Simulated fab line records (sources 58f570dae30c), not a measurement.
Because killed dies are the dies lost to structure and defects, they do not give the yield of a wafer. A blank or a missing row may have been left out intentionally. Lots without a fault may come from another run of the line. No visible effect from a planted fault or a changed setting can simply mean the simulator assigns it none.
Lot-split experiment ; flow berkeley_cmos170 ; route with 331 steps; 5 lots, 23 wafers read

== SPLIT DETAILS ==
At UCB170_CONTACT_EXPOSE_12 (exposes mask CONT, target cd 700 nm), the setting dose_mj was moved away from the recipe's 35 on 6 of the 23 wafers read, by -2.5% to +6.3%. All remaining wafers had this setting at the recipe value.

== FROM THE SPLIT TO THE READING: what the file shows between them, 6 steps ==
- UCB170_CONTACT_PEB_13
- UCB170_CONTACT_DEVELOP_14: develop time 45 s
- UCB170_CONTACT_CD_MEAS_15: target cd 700 nm
- UCB170_CONTACT_ETCH_17: etches BARC in N2/H2
- UCB170_CONTACT_ETCH_18: etches PSG in CHF3/CF4/Ar, stops on TiSi2, target depth 840 nm, time 195 s (also split here: over_etch_frac)
- UCB170_CONTACT_STRIP_19: strips in O2

== THE READING ==
At UCB170_CONTACT_CD_MEAS_90: cd_nm in nanometres, against a target cd of 700 nm. A value of 699.1 nm with a standard deviation of 1.4 nm is what fault-free wafers of this fab line usually give.

wafer;tool, chamber at the split;dose_mj as run;against the recipe;cd_nm, nm;against lot-mates on the recipe
L077.1;krf_scanner-02, 0;35;recipe;698.5;-
L077.2;krf_scanner-02, 0;35;recipe;698.2;-
L077.3;krf_scanner-02, 0;35;recipe;696.8;-
L077.4;krf_scanner-02, 0;35;recipe;699.7;-
L077.5;krf_scanner-02, 0;35;recipe;699.8;-
L076.1;krf_scanner-01, 0;34.16;-2.4%;694.5;-6.9
L076.2;krf_scanner-01, 0;35;recipe;701.8;-
L076.3;krf_scanner-01, 0;34.16;-2.4%;695.9;-5.5
L076.4;krf_scanner-01, 0;35;recipe;701.7;-
L076.5;krf_scanner-01, 0;35;recipe;700.8;-
L081.2;krf_scanner-01, 0;35;recipe;698.6;-
L081.4;krf_scanner-01, 0;35;recipe;696.8;-
L081.6;krf_scanner-01, 0;35;recipe;699.9;-
L084.1;krf_scanner-01, 0;37.21;+6.3%;708.7;+10.0
L084.2;krf_scanner-01, 0;35;recipe;697.5;-
L084.4;krf_scanner-01, 0;37.21;+6.3%;710.0;+11.3
L084.5;krf_scanner-01, 0;35;recipe;699.2;-
L084.6;krf_scanner-01, 0;35;recipe;699.3;-
L085.2;krf_scanner-01, 0;35;recipe;698.8;-
L085.3;krf_scanner-01, 0;34.14;-2.5%;694.3;-4.0
L085.4;krf_scanner-01, 0;34.14;-2.5%;693.6;-4.7
L085.5;krf_scanner-01, 0;35;recipe;698.0;-
L085.6;krf_scanner-01, 0;35;recipe;698.1;-

FIT RESULTS
A straight line over all 23 wafers: cd_nm changes by +1.68 nm for each +1% of dose_mj; r = +0.94; the points scatter about the line by 1.4 nm.
The same after taking each lot's own level away (the mean of its wafers on the recipe; 23 wafers): +1.81 nm for each +1%; r = +0.97; scatter 1.1 nm.
On that fit, the largest move of dose_mj shifts the reading by 11 nm.
From 698.30 to 701.43 nm: that is the span of the lots' own levels, equal to 2.2 times the standard deviation above.
Hence the lot-to-lot level has little effect on the slope; both slopes agree.
Check: for one of the wafers moved furthest among these (+6.3%), held out of the fit, the line's prediction against its lot-mates is +12 nm. Against them it came out at +10 nm.

== FURTHER SPLITS ON THESE WAFERS ==
Before the reading, these wafers also passed through other splits. Each is held against what the fit with the lots' levels taken away leaves over:
other split on the same wafers;wafers away from the commonest value;r with cd_nm (lot level and that fit taken away)
UCB170_NSD_COAT_01 resist_thk_nm;10;-0.10
UCB170_SILICIDE_SPUTTER_01 power_w;9;+0.27
UCB170_CONTACT_CVD_01 time_s;10;+0.21
UCB170_CONTACT_ETCH_18 over_etch_frac;10;+0.21

== THE WHOLE CHAIN: every reading that the file lists as answering this split, in the file's order ==
step;what it does;reading;change (the file's fit);r (the file's)
UCB170_CONTACT_DEVELOP_14;develop time 45 s;CONTACT.cd_nm (the simulator's own value, which no gauge read);+1.77 nm for each +1% of the setting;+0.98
UCB170_CONTACT_CD_MEAS_15;target cd 700 nm;cd_nm;+1.77 nm for each +1% of the setting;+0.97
UCB170_CONTACT_ETCH_17;etches BARC in N2/H2;CONTACT.cd_nm (the simulator's own value, which no gauge read);+1.85 nm for each +1% of the setting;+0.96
UCB170_CONTACT_CD_MEAS_90;target cd 700 nm;cd_nm;+1.8 nm for each +1% of the setting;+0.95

== FILE'S OWN FIT ==
cd_nm changes by +1.8 nm for each +1% of dose_mj, r = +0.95.
